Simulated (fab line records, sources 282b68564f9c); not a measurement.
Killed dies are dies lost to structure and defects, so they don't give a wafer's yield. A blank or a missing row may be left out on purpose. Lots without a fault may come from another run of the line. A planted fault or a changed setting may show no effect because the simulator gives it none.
fab line records | flow rit_cmos
record lots=5 wafers=15 last_day=7
route steps=202 shown FOX2@26 NWELL@28 PWELL@39 WELLDRIVE@50 NRETRO@53 PRETRO@64 GATE@75
lots that met no fault: from a run of the same line without faults
start_h: hours from the record's first day to the start of the lot's first wafer shown | wait_h: hours since the lot's step before | " the same as in the row above | L1.1+2: a row that stands for several wafers | - no value, or no start given | * or withheld: withheld | < > ~ a bound
route shown NAME@n: a module of which the file shows steps, and the number in the route of the first | usual: mean/standard deviation of fault-free wafers | same: alike in all rows | chamber/n: place in a boat | sites: the reading at each site | _std_site: their standard deviation | _edge_site: outer sites' mean less inner sites' | radius_mm: how far each site lies from the wafer's centre | mask NAME#n: copy n | behind: the tool/chamber that last shaped the wafer | hold: why the lot was held/for how many hours/how that ended | device: the transistor (n, p or np) that didn't switch | end of line: the same wafers' tests at the end of the route | a step without rows: its recipe alone | killed: dies lost to structure and defects at the first sort, not the wafer's yield | map: a wafer's dies, x killed, . not, _ none there
set.NAME: the setting as run; set.NAME@STEP: as run at that earlier step | model.NAME: the simulator's own value behind a step, which no gauge read
lots at some steps of the route; a table a step, a row a wafer
services: from which hour (start_h, from the record's first day; less than 0 if before it) a tool's chamber was out of use, for how many hours, and why
## steps
# step RIT_FOX2_WET_ETCH_03
# recipe chemistry=H3PO4 target=Si3N4 target_depth_nm=195 temp_c=165 time_s=2700
# columns lot.wafer tool chamber start_h wait_h
L082.2+4+6 wet_bench-01 1 60.90 0.0
L085.2+4+6 wet_bench-04 0 76.23 0.0
L092.3+4+5 wet_bench-03 3 109.86 0.0
L095.1+2+6 wet_bench-04 0 126.09 0.0
L097.3+4+5 wet_bench-01 3 134.98 0.0
# step RIT_FOX2_THK_MEAS_90
# recipe reads=SiO2_of_FOX2_OXIDATION_00
# usual FIELD_OXIDE_LEFT_1_THK=320/6.5
# columns lot.wafer tool chamber start_h wait_h FIELD_OXIDE_LEFT_1_THK[nm]
L082.2 film_metro-02 - 61.67 0.0 310
L082.4 " - " " 305
L082.6 " - " " 305
L085.2 film_metro-03 - 77.00 0.0 314
L085.4 " - " " 312
L085.6 " - " " 314
L092.3 film_metro-01 - 110.71 0.0 322
L092.4 " - " " 318
L092.5 " - " " 321
L095.1 film_metro-01 - 126.85 0.0 325
L095.2 " - " " 321
L095.6 " - " " 326
L097.3 film_metro-01 - 135.75 0.0 325
L097.4 " - " " 322
L097.5 " - " " 319
# step RIT_NWELL_HMDS_00
# recipe prime_time_s=60 prime_temp_c=140
# columns lot.wafer tool chamber start_h wait_h
L082.2+4+6 litho_track-01 0 61.75 0.1
L085.2+4+6 litho_track-01 0 77.21 0.2
L092.3+4+5 litho_track-01 0 110.80 0.1
L095.1+2+6 litho_track-02 0 126.91 0.1
L097.3+4+5 litho_track-02 0 135.84 0.1
# step RIT_NWELL_COAT_01
# recipe resist=NOVOLAK spin_rpm=2000 resist_thk_nm=1300
# usual spin_speed_rpm=1999.9/1.7
# columns lot.wafer tool chamber start_h wait_h spin_speed_rpm
L082.2 litho_track-01 0 61.90 0.1 1995.6
L082.4 " 0 " " 1999.3
L082.6 " 0 " " 1999.4
L085.2 litho_track-01 0 77.36 0.1 1998.2
L085.4 " 0 " " 1998.7
L085.6 " 0 " " 1999.8
L092.3 litho_track-01 0 110.95 0.1 2000.1
L092.4 " 0 " " 2000.5
L092.5 " 0 " " 1998.3
L095.1 litho_track-02 0 127.06 0.1 2000.4
L095.2 " 0 " " 2002.9
L095.6 " 0 " " 1998.3
L097.3 litho_track-02 0 135.99 0.1 1998.9
L097.4 " 0 " " 1997.4
L097.5 " 0 " " 1999.8
# step RIT_NWELL_SOFTBAKE_02
# recipe resist=NOVOLAK temp_c=90 time_s=60
# columns lot.wafer tool chamber start_h wait_h
L082.2+4+6 litho_track-01 0 62.05 0.1
L085.2+4+6 litho_track-01 0 77.51 0.1
L092.3+4+5 litho_track-01 0 111.10 0.1
L095.1+2+6 litho_track-02 0 127.21 0.1
L097.3+4+5 litho_track-02 0 136.14 0.1
# step RIT_NWELL_EXPOSE_03
# recipe mask_id=M2 na=0.57 target_cd_nm=43900 dose_mj=250
# columns lot.wafer tool chamber start_h wait_h mask
L082.2+4+6 iline_stepper-01 0 62.32 0.2 M2#0
L085.2+4+6 iline_stepper-02 0 77.78 0.2 M2#0
L092.3+4+5 iline_stepper-02 0 111.24 0.1 M2#0
L095.1+2+6 iline_stepper-01 0 127.36 0.1 M2#0
L097.3+4+5 iline_stepper-02 0 136.41 0.2 M2#0
# step RIT_NWELL_PEB_04
# recipe resist=NOVOLAK temp_c=withheld time_s=withheld
# columns lot.wafer tool chamber start_h wait_h
L082.2+4+6 litho_track-02 0 62.44 0.1
L085.2+4+6 litho_track-02 0 77.90 0.1
L092.3+4+5 litho_track-04 0 111.65 0.4
L095.1+2+6 litho_track-02 0 127.48 0.1
L097.3+4+5 litho_track-04 0 136.54 0.1
# step RIT_NWELL_DEVELOP_05
# recipe resist=NOVOLAK develop_time_s=68 dev_temp_c=23
# same develop_time_s=68
# columns lot.wafer tool chamber start_h wait_h
L082.2+4+6 litho_track-02 0 - -
L085.2+4+6 litho_track-02 0 - -
L092.3+4+5 litho_track-04 0 - -
L095.1+2+6 litho_track-02 0 - -
L097.3+4+5 litho_track-04 0 - -
# step RIT_NWELL_OVL_MEAS_06
# usual NWELL_OVL=-0.3/1.3
# columns lot.wafer tool chamber start_h wait_h NWELL_OVL[nm]
L082.2 overlay-01 - 62.73 - -0.5
L082.4 " - " " 0.1
L082.6 " - " " 1.4
L085.2 overlay-02 - 78.20 - -1.7
L085.4 " - " " -0.6
L085.6 " - " " -1.9
L092.3 overlay-01 - 111.93 - -0.1
L092.4 " - " " 0.5
L092.5 " - " " -1.1
L095.1 overlay-01 - 127.79 - 0.7
L095.2 " - " " 0.3
L095.6 " - " " 1.3
L097.3 overlay-02 - 136.81 - -2.6
L097.4 " - " " -1.8
L097.5 " - " " -1.5
# step RIT_NWELL_HARDBAKE_07
# recipe resist=NOVOLAK temp_c=140 time_s=120
# columns lot.wafer tool chamber start_h wait_h
L082.2+4+6 litho_track-02 0 62.81 0.1
L085.2+4+6 litho_track-04 0 78.27 0.1
L092.3+4+5 litho_track-02 0 112.03 0.1
L095.1+2+6 litho_track-01 0 127.83 0.0
L097.3+4+5 litho_track-02 0 137.03 0.2
# step RIT_NWELL_IMPLANT_08
# recipe species=P energy_kev=170 dose_cm2=5e+13 tilt_deg=7
# columns lot.wafer tool chamber start_h wait_h
L082.2+4+6 implanter-01 0 63.04 0.2
L085.2+4+6 implanter-04 0 78.50 0.2
L092.3+4+5 implanter-03 0 112.25 0.2
L095.1+2+6 implanter-04 0 128.08 0.2
L097.3+4+5 implanter-01 0 137.24 0.2
# step RIT_NWELL_STRIP_09
# recipe chemistry=O2 time_s=180 resist=NOVOLAK platen_temp_c=withheld power_w=500 pressure_mtorr=4000 o2_flow_sccm=4000
# usual drypump_motor_current_A=5.6/0.35
# columns lot.wafer tool chamber start_h wait_h drypump_motor_current_A rf_hours_counter_h
L082.2 plasma_asher-02 0 63.16 0.1 5.6 42
L082.4 " 0 " " 5.6 -
L082.6 " 0 " " 5.6 -
L085.2 plasma_asher-01 1 78.63 0.1 5.1 39
L085.4 " 0 " " 5.5 -
L085.6 " 1 " " 5.1 -
L092.3 plasma_asher-01 0 112.41 0.1 5.5 -
L092.4 " 1 " " 5.1 -
L092.5 " 1 " " 5.1 -
L095.1 plasma_asher-02 1 128.23 0.1 5.5 49
L095.2 " 0 " " 5.6 49
L095.6 " 0 " " 5.6 -
L097.3 plasma_asher-01 1 137.40 0.1 5.1 -
L097.4 " 0 " " 5.5 -
L097.5 " 0 " " 5.5 -
# step RIT_NWELL_TW_MEAS_10
# usual NWELL_TW=2138/22
# columns lot.wafer tool chamber start_h wait_h NWELL_TW
L082.2 film_metro-04 - 63.35 0.1 2103
L082.4 " - " " 2103
L082.6 " - " " 2105
L085.2 film_metro-02 - 78.81 0.1 2158
L085.4 " - " " 2154
L085.6 " - " " 2174
L092.3 film_metro-03 - 112.55 0.1 2141
L092.4 " - " " 2151
L092.5 " - " " 2154
L095.1 film_metro-03 - 128.40 0.1 2127
L095.2 " - " " 2134
L095.6 " - " " 2138
L097.3 film_metro-04 - 137.54 0.1 2100
L097.4 " - " " 2105
L097.5 " - " " 2101
# step RIT_PWELL_HMDS_00
# recipe prime_time_s=60 prime_temp_c=140
# columns lot.wafer tool chamber start_h wait_h
L082.2+4+6 litho_track-02 0 63.57 0.2
L085.2+4+6 litho_track-04 0 78.89 0.1
L092.3+4+5 litho_track-04 0 112.64 0.1
L095.1+2+6 litho_track-03 0 128.57 0.2
L097.3+4+5 litho_track-03 0 137.63 0.1
# step RIT_PWELL_COAT_01
# recipe resist=NOVOLAK spin_rpm=2000 resist_thk_nm=1300
# usual spin_speed_rpm=2000.2/1.4
# columns lot.wafer tool chamber start_h wait_h spin_speed_rpm
L082.2 litho_track-02 0 63.72 0.1 2000.2
L082.4 " 0 " " 2001.5
L082.6 " 0 " " 1998.4
L085.2 litho_track-04 0 79.04 0.1 1999.4
L085.4 " 0 " " 2000.3
L085.6 " 0 " " 2001.4
L092.3 litho_track-04 0 112.79 0.1 2000.4
L092.4 " 0 " " 2000.9
L092.5 " 0 " " 2000.6
L095.1 litho_track-03 0 128.72 0.1 1999.8
L095.2 " 0 " " 2000.2
L095.6 " 0 " " 1999.6
L097.3 litho_track-03 0 137.78 0.1 2001.9
L097.4 " 0 " " 1999.6
L097.5 " 0 " " 1997.5
# step RIT_PWELL_SOFTBAKE_02
# recipe resist=NOVOLAK temp_c=90 time_s=60
# columns lot.wafer tool chamber start_h wait_h
L082.2+4+6 litho_track-02 0 63.87 0.1
L085.2+4+6 litho_track-04 0 79.19 0.1
L092.3+4+5 litho_track-04 0 112.94 0.1
L095.1+2+6 litho_track-03 0 128.87 0.1
L097.3+4+5 litho_track-03 0 137.93 0.1
# step RIT_PWELL_EXPOSE_03
# recipe mask_id=M3 na=0.57 target_cd_nm=43700 dose_mj=250
# columns lot.wafer tool chamber start_h wait_h mask
L082.2+4+6 iline_stepper-02 0 64.01 0.1 M3#0
L085.2+4+6 iline_stepper-02 0 79.33 0.1 M3#0
L092.3+4+5 iline_stepper-01 0 113.21 0.2 M3#0
L095.1+2+6 iline_stepper-01 0 129.15 0.2 M3#0
L097.3+4+5 iline_stepper-02 0 138.07 0.1 M3#0
# step RIT_PWELL_PEB_04
# recipe resist=NOVOLAK temp_c=withheld time_s=withheld
# columns lot.wafer tool chamber start_h wait_h
L082.2+4+6 litho_track-04 0 64.13 0.1
L085.2+4+6 litho_track-03 0 79.45 0.1
L092.3+4+5 litho_track-04 0 113.34 0.1
L095.1+2+6 litho_track-04 0 129.26 0.1
L097.3+4+5 litho_track-03 0 138.20 0.1
# step RIT_PWELL_DEVELOP_05
# recipe resist=NOVOLAK develop_time_s=68 dev_temp_c=23
# same develop_time_s=68
# columns lot.wafer tool chamber start_h wait_h
L082.2+4+6 litho_track-04 0 - -
L085.2+4+6 litho_track-03 0 - -
L092.3+4+5 litho_track-04 0 - -
L095.1+2+6 litho_track-04 0 - -
L097.3+4+5 litho_track-03 0 - -
# step RIT_PWELL_OVL_MEAS_06
# usual PWELL_OVL=-0.4/1.4
# columns lot.wafer tool chamber start_h wait_h PWELL_OVL[nm]
L082.2 overlay-01 - 64.43 - 0.6
L082.4 " - " " 1.4
L082.6 " - " " 1.0
L085.2 overlay-01 - 79.75 - 1.3
L085.4 " - " " -0.1
L085.6 " - " " 0.2
L092.3 overlay-02 - 113.61 - -2.3
L092.4 " - " " -2.3
L092.5 " - " " -2.0
L095.1 overlay-01 - 129.58 - -1.4
L095.2 " - " " -2.4
L095.6 " - " " 0.0
L097.3 overlay-01 - 138.48 - -0.5
L097.4 " - " " 0.1
L097.5 " - " " -1.6
# step RIT_PWELL_HARDBAKE_07
# recipe resist=NOVOLAK temp_c=140 time_s=120
# columns lot.wafer tool chamber start_h wait_h
L082.2+4+6 litho_track-04 0 64.50 0.1
L085.2+4+6 litho_track-02 0 79.82 0.1
L092.3+4+5 litho_track-03 0 113.72 0.1
L095.1+2+6 litho_track-03 0 129.61 0.0
L097.3+4+5 litho_track-04 0 138.58 0.1
# step RIT_PWELL_IMPLANT_08
# recipe species=B energy_kev=170 dose_cm2=7e+13 tilt_deg=7
# columns lot.wafer tool chamber start_h wait_h
L082.2+4+6 implanter-04 0 64.73 0.2
L085.2+4+6 implanter-02 0 80.08 0.2
L092.3+4+5 implanter-03 0 113.94 0.2
L095.1+2+6 implanter-03 0 129.86 0.2
L097.3+4+5 implanter-04 0 138.80 0.2
# step RIT_PWELL_STRIP_09
# recipe chemistry=O2 time_s=180 resist=NOVOLAK platen_temp_c=withheld power_w=500 pressure_mtorr=4000 o2_flow_sccm=4000
# usual drypump_motor_current_A=5.7/0.55
# columns lot.wafer tool chamber start_h wait_h drypump_motor_current_A rf_hours_counter_h
L082.2 plasma_asher-01 1 64.86 0.1 5.1 38
L082.4 " 0 " " 5.5 -
L082.6 " 1 " " 5.1 -
L085.2 plasma_asher-01 1 80.33 0.2 5.1 40
L085.4 " 1 " " 5.1 -
L085.6 " 0 " " 5.5 -
L092.3 plasma_asher-01 1 114.09 0.1 5.1 -
L092.4 " 0 " " 5.5 -
L092.5 " 1 " " 5.2 -
L095.1 plasma_asher-03 1 130.01 0.1 6.7 1
L095.2 " 0 " " 5.9 1
L095.6 " 1 " " 6.8 -
L097.3 plasma_asher-03 1 138.96 0.1 6.7 -
L097.4 " 0 " " 5.9 -
L097.5 " 0 " " 6.0 -
# step RIT_PWELL_TW_MEAS_10
# usual PWELL_TW=949/9.7
# columns lot.wafer tool chamber start_h wait_h PWELL_TW
L082.2 film_metro-02 - 65.04 0.1 952
L082.4 " - " " 963
L082.6 " - " " 953
L085.2 film_metro-02 - 80.51 0.1 966
L085.4 " - " " 965
L085.6 " - " " 965
L092.3 film_metro-02 - 114.23 0.1 951
L092.4 " - " " 950
L092.5 " - " " 955
L095.1 film_metro-02 - 130.19 0.1 960
L095.2 " - " " 955
L095.6 " - " " 957
L097.3 film_metro-02 - 139.09 0.1 959
L097.4 " - " " 955
L097.5 " - " " 957
# step RIT_WELLDRIVE_ANNEAL_00
# recipe temp_c=1100 time_s=14700 ambient=N2
# columns lot.wafer tool chamber start_h wait_h
L082.2+4+6 furnace-01 0 65.88 0.8
L085.2+4+6 furnace-04 0 82.19 1.7
L092.3+4+5 furnace-04 0 116.00 1.8
L095.1+2+6 furnace-04 0 130.53 0.3
L097.3+4+5 furnace-04 0 139.49 0.4
# step RIT_WELLDRIVE_RS_MEAS_01
# recipe thk_meas_gauge=four-point-probe
# usual NWELL_RS=275.6/0.67
# columns lot.wafer tool chamber start_h wait_h NWELL_RS[ohm/sq]
L082.2 film_metro-03 - 70.98 0.0 277.0
L082.4 " - " " 276.7
L082.6 " - " " 276.3
L085.2 film_metro-04 - 87.29 0.0 275.6
L085.4 " - " " 275.4
L085.6 " - " " 275.0
L092.3 film_metro-04 - 121.13 0.0 276.0
L092.4 " - " " 275.4
L092.5 " - " " 275.1
L095.1 film_metro-02 - 135.61 0.0 275.4
L095.2 " - " " 275.4
L095.6 " - " " 275.7
L097.3 film_metro-03 - 144.61 0.0 275.0
L097.4 " - " " 275.7
L097.5 " - " " 275.2
# step RIT_WELLDRIVE_RS_MEAS_02
# recipe thk_meas_gauge=four-point-probe
# usual PWELL_RS=429.3/1.4
# columns lot.wafer tool chamber start_h wait_h PWELL_RS[ohm/sq]
L082.2 film_metro-03 - 71.10 0.1 430.8
L082.4 " - " " 429.7
L082.6 " - " " 428.8
L085.2 film_metro-04 - 87.41 0.1 427.8
L085.4 " - " " 429.4
L085.6 " - " " 428.0
L092.3 film_metro-04 - 121.25 0.1 431.1
L092.4 " - " " 430.9
L092.5 " - " " 431.7
L095.1 film_metro-02 - 135.73 0.1 430.1
L095.2 " - " " 427.5
L095.6 " - " " 429.4
L097.3 film_metro-03 - 144.73 0.1 428.9
L097.4 " - " " 428.7
L097.5 " - " " 427.9
# step RIT_NRETRO_HMDS_00
# recipe prime_time_s=60 prime_temp_c=140
# columns lot.wafer tool chamber start_h wait_h
L082.2+4+6 litho_track-03 0 71.22 0.1
L085.2+4+6 litho_track-03 0 87.53 0.1
L092.3+4+5 litho_track-03 0 121.48 0.2
L095.1+2+6 litho_track-03 0 135.99 0.2
L097.3+4+5 litho_track-03 0 144.86 0.1
# step RIT_NRETRO_COAT_01
# recipe resist=NOVOLAK spin_rpm=2000 resist_thk_nm=1300
# usual spin_speed_rpm=1999.9/1.6
# columns lot.wafer tool chamber start_h wait_h spin_speed_rpm
L082.2 litho_track-03 0 71.37 0.1 2001.5
L082.4 " 0 " " 1999.1
L082.6 " 0 " " 2001.9
L085.2 litho_track-03 0 87.68 0.1 2000.5
L085.4 " 0 " " 2001.5
L085.6 " 0 " " 2001.5
L092.3 litho_track-03 0 121.63 0.1 1997.7
L092.4 " 0 " " 1998.6
L092.5 " 0 " " 1999.3
L095.1 litho_track-03 0 136.14 0.1 2002.2
L095.2 " 0 " " 2000.9
L095.6 " 0 " " 1998.8
L097.3 litho_track-03 0 145.01 0.1 2002.1
L097.4 " 0 " " 2001.5
L097.5 " 0 " " 2000.8
# step RIT_NRETRO_SOFTBAKE_02
# recipe resist=NOVOLAK temp_c=90 time_s=60
# columns lot.wafer tool chamber start_h wait_h
L082.2+4+6 litho_track-03 0 71.52 0.1
L085.2+4+6 litho_track-03 0 87.83 0.1
L092.3+4+5 litho_track-03 0 121.78 0.1
L095.1+2+6 litho_track-03 0 136.29 0.1
L097.3+4+5 litho_track-03 0 145.16 0.1
# step RIT_NRETRO_EXPOSE_03
# recipe mask_id=M4 na=0.57 target_cd_nm=43900 dose_mj=250
# columns lot.wafer tool chamber start_h wait_h mask
L082.2+4+6 iline_stepper-02 0 71.78 0.2 M4#0
L085.2+4+6 iline_stepper-02 0 87.98 0.1 M4#0
L092.3+4+5 iline_stepper-02 0 121.92 0.1 M4#0
L095.1+2+6 iline_stepper-01 0 136.44 0.1 M4#0
L097.3+4+5 iline_stepper-01 0 145.43 0.2 M4#0
# step RIT_NRETRO_PEB_04
# recipe resist=NOVOLAK temp_c=withheld time_s=withheld
# columns lot.wafer tool chamber start_h wait_h
L082.2+4+6 litho_track-03 0 71.90 0.1
L085.2+4+6 litho_track-01 0 88.10 0.1
L092.3+4+5 litho_track-03 0 122.05 0.1
L095.1+2+6 litho_track-03 0 136.56 0.1
L097.3+4+5 litho_track-03 0 145.55 0.1
# step RIT_NRETRO_DEVELOP_05
# recipe resist=NOVOLAK develop_time_s=68 dev_temp_c=23
# same develop_time_s=68
# columns lot.wafer tool chamber start_h wait_h
L082.2+4+6 litho_track-03 0 - -
L085.2+4+6 litho_track-01 0 - -
L092.3+4+5 litho_track-03 0 - -
L095.1+2+6 litho_track-03 0 - -
L097.3+4+5 litho_track-03 0 - -
# step RIT_NRETRO_OVL_MEAS_06
# usual NRETRO_OVL=0.3/1.6
# columns lot.wafer tool chamber start_h wait_h NRETRO_OVL[nm]
L082.2 overlay-02 - 72.19 - -1.1
L082.4 " - " " -2.0
L082.6 " - " " -3.5
L085.2 overlay-02 - 88.40 - -0.5
L085.4 " - " " -1.6
L085.6 " - " " -1.5
L092.3 overlay-02 - 122.33 - -1.7
L092.4 " - " " -0.8
L092.5 " - " " -0.5
L095.1 overlay-01 - 136.87 - 2.8
L095.2 " - " " 1.1
L095.6 " - " " 2.0
L097.3 overlay-02 - 145.83 - 1.7
L097.4 " - " " 2.7
L097.5 " - " " 1.6
# step RIT_NRETRO_HARDBAKE_07
# recipe resist=NOVOLAK temp_c=140 time_s=120
# columns lot.wafer tool chamber start_h wait_h
L082.2+4+6 litho_track-02 0 72.27 0.1
L085.2+4+6 litho_track-01 0 88.47 0.1
L092.3+4+5 litho_track-01 0 122.46 0.1
L095.1+2+6 litho_track-03 0 136.91 0.0
L097.3+4+5 litho_track-02 0 145.94 0.1
# step RIT_NRETRO_IMPLANT_08
# recipe species=P energy_kev=70 dose_cm2=1e+13 tilt_deg=7
# columns lot.wafer tool chamber start_h wait_h
L082.2+4+6 implanter-04 0 72.50 0.2
L085.2+4+6 implanter-04 0 88.70 0.2
L092.3+4+5 implanter-01 0 122.68 0.2
L095.1+2+6 implanter-04 0 137.16 0.2
L097.3+4+5 implanter-04 0 146.15 0.2
# step RIT_NRETRO_STRIP_09
# recipe chemistry=O2 time_s=180 resist=NOVOLAK platen_temp_c=withheld power_w=500 pressure_mtorr=4000 o2_flow_sccm=4000
# usual drypump_motor_current_A=5.8/0.52
# columns lot.wafer tool chamber start_h wait_h drypump_motor_current_A rf_hours_counter_h
L082.2 plasma_asher-02 1 72.62 0.1 5.5 43
L082.4 " 1 " " 5.5 -
L082.6 " 1 " " 5.5 -
L085.2 plasma_asher-04 0 88.83 0.1 5.6 29
L085.4 " 1 " " 5.2 -
L085.6 " 1 " " 5.1 -
L092.3 plasma_asher-03 1 122.84 0.1 6.8 -
L092.4 " 0 " " 5.9 -
L092.5 " 0 " " 5.9 -
L095.1 plasma_asher-04 1 137.31 0.1 5.2 34
L095.2 " 0 " " 5.6 34
L095.6 " 1 " " 5.2 -
L097.3 plasma_asher-03 1 146.31 0.1 6.8 -
L097.4 " 0 " " 5.9 -
L097.5 " 0 " " 5.9 -
# step RIT_NRETRO_TW_MEAS_10
# usual NRETRO_TW=1045/7.6
# columns lot.wafer tool chamber start_h wait_h NRETRO_TW
L082.2 film_metro-01 - 72.81 0.1 1042
L082.4 " - " " 1050
L082.6 " - " " 1053
L085.2 film_metro-01 - 89.01 0.1 1051
L085.4 " - " " 1053
L085.6 " - " " 1052
L092.3 film_metro-01 - 122.98 0.1 1060
L092.4 " - " " 1050
L092.5 " - " " 1056
L095.1 film_metro-03 - 137.48 0.1 1046
L095.2 " - " " 1048
L095.6 " - " " 1041
L097.3 film_metro-03 - 146.45 0.1 1052
L097.4 " - " " 1050
L097.5 " - " " 1054
# step RIT_PRETRO_HMDS_00
# recipe prime_time_s=60 prime_temp_c=140
# columns lot.wafer tool chamber start_h wait_h
L082.2+4+6 litho_track-04 0 72.88 0.1
L085.2+4+6 litho_track-04 0 89.09 0.1
L092.3+4+5 litho_track-01 0 123.07 0.1
L095.1+2+6 litho_track-04 0 137.54 0.1
L097.3+4+5 litho_track-03 0 146.54 0.1
# step RIT_PRETRO_COAT_01
# recipe resist=NOVOLAK spin_rpm=2000 resist_thk_nm=1300
# usual spin_speed_rpm=2000.0/1.4
# columns lot.wafer tool chamber start_h wait_h spin_speed_rpm
L082.2 litho_track-04 0 73.03 0.1 2001.1
L082.4 " 0 " " 2000.2
L082.6 " 0 " " 1998.4
L085.2 litho_track-04 0 89.24 0.1 2000.1
L085.4 " 0 " " 2000.6
L085.6 " 0 " " 2003.0
L092.3 litho_track-01 0 123.22 0.1 2001.7
L092.4 " 0 " " 2000.6
L092.5 " 0 " " 2001.2
L095.1 litho_track-04 0 137.69 0.1 1998.9
L095.2 " 0 " " 2000.1
L095.6 " 0 " " 1998.5
L097.3 litho_track-03 0 146.69 0.1 1999.1
L097.4 " 0 " " 2000.9
L097.5 " 0 " " 2001.2
# step RIT_PRETRO_SOFTBAKE_02
# recipe resist=NOVOLAK temp_c=90 time_s=60
# columns lot.wafer tool chamber start_h wait_h
L082.2+4+6 litho_track-04 0 73.18 0.1
L085.2+4+6 litho_track-04 0 89.39 0.1
L092.3+4+5 litho_track-01 0 123.37 0.1
L095.1+2+6 litho_track-04 0 137.84 0.1
L097.3+4+5 litho_track-03 0 146.84 0.1
# step RIT_PRETRO_EXPOSE_03
# recipe mask_id=M5 na=0.57 target_cd_nm=43700 dose_mj=250
# columns lot.wafer tool chamber start_h wait_h mask
L082.2+4+6 iline_stepper-02 0 73.45 0.2 M5#0
L085.2+4+6 iline_stepper-01 0 89.53 0.1 M5#0
L092.3+4+5 iline_stepper-01 0 123.51 0.1 M5#0
L095.1+2+6 iline_stepper-01 0 137.99 0.1 M5#0
L097.3+4+5 iline_stepper-02 0 147.10 0.2 M5#0
# step RIT_PRETRO_PEB_04
# recipe resist=NOVOLAK temp_c=withheld time_s=withheld
# columns lot.wafer tool chamber start_h wait_h
L082.2+4+6 litho_track-04 0 73.58 0.1
L085.2+4+6 litho_track-04 0 89.65 0.1
L092.3+4+5 litho_track-01 0 123.63 0.1
L095.1+2+6 litho_track-04 0 138.11 0.1
L097.3+4+5 litho_track-01 0 147.23 0.1
# step RIT_PRETRO_DEVELOP_05
# recipe resist=NOVOLAK develop_time_s=68 dev_temp_c=23
# same develop_time_s=68
# columns lot.wafer tool chamber start_h wait_h
L082.2+4+6 litho_track-04 0 - -
L085.2+4+6 litho_track-04 0 - -
L092.3+4+5 litho_track-01 0 - -
L095.1+2+6 litho_track-04 0 - -
L097.3+4+5 litho_track-01 0 - -
# step RIT_PRETRO_OVL_MEAS_06
# usual PRETRO_OVL=-0.5/1.2
# columns lot.wafer tool chamber start_h wait_h PRETRO_OVL[nm]
L082.2 overlay-01 - 73.87 - 0.3
L082.4 " - " " -0.1
L082.6 " - " " -1.3
L085.2 overlay-01 - 89.95 - -1.1
L085.4 " - " " 0.2
L085.6 " - " " -0.9
L092.3 overlay-02 - 123.91 - 0.8
L092.4 " - " " 0.3
L092.5 " - " " 1.1
L095.1 overlay-02 - 138.42 - 0.2
L095.2 " - " " -0.6
L095.6 " - " " -1.4
L097.3 overlay-01 - 147.50 - -1.9
L097.4 " - " " 0.2
L097.5 " - " " 0.0
# step RIT_PRETRO_HARDBAKE_07
# recipe resist=NOVOLAK temp_c=140 time_s=120
# columns lot.wafer tool chamber start_h wait_h
L082.2+4+6 litho_track-01 0 73.94 0.1
L085.2+4+6 litho_track-04 0 90.02 0.1
L092.3+4+5 litho_track-03 0 124.12 0.2
L095.1+2+6 litho_track-01 0 138.46 0.0
L097.3+4+5 litho_track-03 0 147.61 0.1
# step RIT_PRETRO_IMPLANT_08
# recipe species=B energy_kev=45 dose_cm2=1.2e+13 tilt_deg=7
# columns lot.wafer tool chamber start_h wait_h
L082.2+4+6 implanter-01 0 74.18 0.2
L085.2+4+6 implanter-02 0 90.28 0.2
L092.3+4+5 implanter-01 0 124.34 0.2
L095.1+2+6 implanter-02 0 138.71 0.2
L097.3+4+5 implanter-03 0 147.83 0.2
# step RIT_PRETRO_STRIP_09
# recipe chemistry=O2 time_s=180 resist=NOVOLAK platen_temp_c=withheld power_w=500 pressure_mtorr=4000 o2_flow_sccm=4000
# usual drypump_motor_current_A=5.40/0.22
# columns lot.wafer tool chamber start_h wait_h drypump_motor_current_A rf_hours_counter_h
L082.2 plasma_asher-01 1 74.30 0.1 5.15 39
L082.4 " 1 " " 5.12 -
L082.6 " 1 " " 5.13 -
L085.2 plasma_asher-04 0 90.53 0.2 5.68 29
L085.4 " 1 " " 5.14 -
L085.6 " 1 " " 5.12 -
L092.3 plasma_asher-01 1 124.50 0.1 5.13 -
L092.4 " 0 " " 5.49 -
L092.5 " 1 " " 5.15 -
L095.1 plasma_asher-02 0 138.86 0.1 5.54 51
L095.2 " 1 " " 5.52 51
L095.6 " 1 " " 5.53 -
L097.3 plasma_asher-04 1 147.99 0.1 5.12 -
L097.4 " 0 " " 5.65 -
L097.5 " 1 " " 5.15 -
# step RIT_PRETRO_TW_MEAS_10
# usual PRETRO_TW=474/4.8
# columns lot.wafer tool chamber start_h wait_h PRETRO_TW
L082.2 film_metro-01 - 74.49 0.1 474
L082.4 " - " " 475
L082.6 " - " " 475
L085.2 film_metro-02 - 90.71 0.1 481
L085.4 " - " " 481
L085.6 " - " " 479
L092.3 film_metro-01 - 124.64 0.1 475
L092.4 " - " " 477
L092.5 " - " " 477
L095.1 film_metro-04 - 139.03 0.1 467
L095.2 " - " " 468
L095.6 " - " " 467
L097.3 film_metro-02 - 148.12 0.1 481
L097.4 " - " " 479
L097.5 " - " " 480
# step RIT_GATE_WET_ETCH_00
# recipe chemistry=BOE target=SiO2 target_depth_nm=56 time_s=60 dry=n2_spin dilution=10:1 temp_c=21.5
# columns lot.wafer tool chamber start_h wait_h
L082.2+4+6 wet_bench-02 1 74.54 0.0
L085.2+4+6 wet_bench-04 0 90.76 0.0
L092.3+4+5 wet_bench-04 2 124.68 0.0
L095.1+2+6 wet_bench-04 3 139.09 0.1
L097.3+4+5 wet_bench-04 1 148.16 0.0
# step RIT_GATE_CLEAN_01
# recipe chemistry=SC1 mix=3:3:50 time_s=600 temp_c=75
# columns lot.wafer tool chamber start_h wait_h
L082.2+4+6 wet_bench-04 3 74.56 0.0
L085.2+4+6 wet_bench-01 0 90.79 0.0
L092.3+4+5 wet_bench-02 1 124.70 0.0
L095.1+2+6 wet_bench-02 2 139.12 0.0
L097.3+4+5 wet_bench-02 0 148.19 0.0
# step RIT_GATE_CLEAN_02
# recipe chemistry=dHF dilution=50:1 time_s=30
# columns lot.wafer tool chamber start_h wait_h
L082.2+4+6 wet_bench-01 0 74.74 0.0
L085.2+4+6 wet_bench-04 3 90.99 0.0
L092.3+4+5 wet_bench-01 1 124.88 0.0
L095.1+2+6 wet_bench-04 2 139.29 0.0
L097.3+4+5 wet_bench-04 1 148.36 0.0
## services
# columns tool chamber start_h hours kind
implanter-01 - 49.99 3.0 repair
implanter-02 - 51.63 2.8 repair
wet_bench-02 - 57.88 0.9 repair
wet_bench-02 - 61.90 1.9 pm
plasma_asher-04 - 73.26 1.3 repair
iline_stepper-01 - 75.29 1.7 pm
plasma_asher-03 - 108.75 9.0 pm
plasma_asher-03 0 108.75 9.0 vent_cycle
plasma_asher-03 1 108.75 9.0 vent_cycle
wet_bench-04 - 114.46 6.0 repair
plasma_asher-03 0 117.75 - clean
plasma_asher-03 1 117.75 - clean
implanter-04 - 120.26 0.6 repair
iline_stepper-01 - 129.59 2.1 pm
plasma_asher-04 - 131.30 3.8 repair
iline_stepper-01 - 131.68 - consumable_replace:lamp
implanter-04 - 134.47 1.3 repair
## key
fault none
